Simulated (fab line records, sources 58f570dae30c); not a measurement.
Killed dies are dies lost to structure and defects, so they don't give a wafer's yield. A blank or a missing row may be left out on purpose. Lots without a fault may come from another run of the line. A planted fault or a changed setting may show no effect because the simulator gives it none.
Which tool did it? | flow berkeley_cmos170 | 13 lots, 39 wafers sampled, at 4 steps of a route of 331

WHAT THE GAUGES READ, wafer by wafer
UCB170_M1_OVL_MEAS_10. Usual: M1_OVL -1 nm, standard deviation 6.1.
lot  | measured     | on         | M1_OVL (nm) | flag
L175 | day 6 22:07  | overlay-02 | -1 5 14     |
L176 | day 7 12:42  | overlay-01 | 1 1 -5      |
L177 | day 7 12:44  | overlay-02 | -2 -3 -3    |
L178 | day 7 14:17  | overlay-01 | -2 -6 -9    |
L184 | day 8 19:54  | overlay-01 | 0 0 5       |
L187 | day 9 16:14  | overlay-02 | 4 8 9       |
L189 | day 10 08:07 | overlay-01 | 6 -2 -3     |
L191 | day 10 19:30 | overlay-01 | -1 -2 -3    |
L193 | day 10 20:04 | overlay-01 | -2 4 -2     |
L194 | day 11 04:58 | overlay-01 | 1 2 5       |
L195 | day 11 05:42 | overlay-01 | 2 1 5       |
L196 | day 11 16:22 | overlay-02 | 7 -4 8      |
L197 | day 12 06:22 | overlay-02 | -2 5 0      |

UCB170_M1_CD_MEAS_90: target cd 700 nm. Usual: cd_nm 700.6 nm, standard deviation 2.
lot  | measured     | on        | cd_nm (nm)        | flag
L175 | day 6 22:26  | cd_sem-01 | 700.9 700.9 698.9 |
L176 | day 7 13:01  | cd_sem-01 | 700.3 704.1 701.1 |
L177 | day 7 13:05  | cd_sem-02 | 698.9 699.3 698.9 |
L178 | day 7 14:36  | cd_sem-01 | 701.1 700.4 701.7 |
L184 | day 8 20:15  | cd_sem-01 | 702.8 708.1 700.0 |
L187 | day 9 16:34  | cd_sem-01 | 699.4 699.0 700.4 |
L189 | day 10 08:27 | cd_sem-02 | 701.0 701.3 701.4 |
L191 | day 10 19:49 | cd_sem-02 | 702.1 702.7 701.9 |
L193 | day 10 20:25 | cd_sem-02 | 702.5 701.9 703.6 |
L194 | day 11 05:18 | cd_sem-01 | 701.2 699.2 701.1 |
L195 | day 11 06:01 | cd_sem-01 | 700.4 698.8 700.0 |
L196 | day 11 16:40 | cd_sem-02 | 699.4 697.4 699.7 |
L197 | day 12 06:40 | cd_sem-01 | 697.7 699.6 698.8 |

UCB170_V1_BOW_MEAS_03. Usual: V1_BOW 19 um, standard deviation 6.7.
lot  | measured     | on            | V1_BOW (um) | flag
L175 | day 7 03:22  | film_metro-02 | 21 19 16    |
L176 | day 7 19:07  | film_metro-04 | 12 11 7     |
L177 | day 7 19:43  | film_metro-04 | 18 15 9     |
L178 | day 7 19:25  | film_metro-02 | 15 17 11    |
L184 | day 9 01:51  | film_metro-04 | 28 17 25    |
L187 | day 9 21:23  | film_metro-03 | 19 25 26    |
L189 | day 10 12:29 | film_metro-02 | 16 14 -2    |
L191 | day 11 00:41 | film_metro-02 | 24 15 22    |
L193 | day 11 00:44 | film_metro-03 | 10 19 23    |
L194 | day 11 09:13 | film_metro-04 | 17 23 25    |
L195 | day 11 09:22 | film_metro-02 | 30 5 22     |
L196 | day 11 21:25 | film_metro-02 | 20 18 20    |
L197 | day 12 11:22 | film_metro-02 | 22 10 5     |

WHICH TOOL RAN EACH LOT (tool, then ch and the chambers of the sampled wafers, then the start)
lot  | UCB170_M1_METAL_ETCH_12
L175 | rie_metal-02 ch 0,1, day 6 22:11
L176 | rie_metal-04 ch 0,1, day 7 12:47
L177 | rie_metal-02 ch 0,1, day 7 12:49
L178 | rie_metal-04 ch 0,1, day 7 14:22
L184 | rie_metal-04 ch 0,1, day 8 20:00
L187 | rie_metal-02 ch 0,1, day 9 16:19
L189 | rie_metal-01 ch 0,1, day 10 08:11
L191 | rie_metal-01 ch 0,1, day 10 19:35
L193 | rie_metal-02 ch 0,1, day 10 20:11
L194 | rie_metal-01 ch 1, day 11 05:03
L195 | rie_metal-02 ch 0,1, day 11 05:46
L196 | rie_metal-01 ch 0,1, day 11 16:26
L197 | rie_metal-04 ch 0,1, day 12 06:26
- UCB170_M1_METAL_ETCH_12: etches Al in Cl2/BCl3, stops on PSG, target depth 780 nm, time 130 s.

WHAT THE TOOLS THEMSELVES READ (means of the sampled wafers that have a number; where no wafer has one, the mark that the record gives instead)
UCB170_M1_METAL_ETCH_12. Usual: drypump_motor_current_A 5.5 A, standard deviation 0.34; oes_product_au 0.847 a.u., standard deviation 0.011; throttle_valve_pct 24.42 %, standard deviation 0.13.
lot  | tool         | drypump_motor_current_A (A) | oes_product_au (a.u.) | throttle_valve_pct (%) | flag
L175 | rie_metal-02 | 5.7                         | 0.862                 | 24.58                  |
L176 | rie_metal-04 | 5.4                         | 0.833                 | 24.32                  |
L177 | rie_metal-02 | 5.7                         | 0.854                 | 24.58                  |
L178 | rie_metal-04 | 5.7                         | 0.837                 | 24.38                  |
L184 | rie_metal-04 | 5.7                         | 0.842                 | 24.38                  |
L187 | rie_metal-02 | 5.6                         | 0.861                 | 24.50                  |
L189 | rie_metal-01 | 5.2                         | 0.845                 | 24.32                  |
L191 | rie_metal-01 | 5.2                         | 0.838                 | 24.33                  |
L193 | rie_metal-02 | 5.7                         | 0.856                 | 24.57                  |
L194 | rie_metal-01 | 5.0                         | 0.840                 | 24.30                  |
L195 | rie_metal-02 | 5.6                         | 0.854                 | 24.50                  |
L196 | rie_metal-01 | 5.2                         | 0.836                 | 24.33                  |
L197 | rie_metal-04 | 5.7                         | 0.841                 | 24.38                  |

THE ANSWER, worked out from the rows above alone
Rule: a lot is off if the mean of its wafers that have a number lies more than 3 standard deviations from the usual mean. A lot without any number at a reading at which 4 lots or more have one is off too. The other lots that the step has rows for count as sound. The gauges are gone through in route order, then the tools' own readings, and for those a lot's mean is taken as printed above. The first step at which some lot is off is used, and at that step the reading that is off furthest; a lot without a number counts as furthest.
No lot is off at any reading shown: from this, nothing can be told.

WHAT THE SIMULATOR HAD PUT IN
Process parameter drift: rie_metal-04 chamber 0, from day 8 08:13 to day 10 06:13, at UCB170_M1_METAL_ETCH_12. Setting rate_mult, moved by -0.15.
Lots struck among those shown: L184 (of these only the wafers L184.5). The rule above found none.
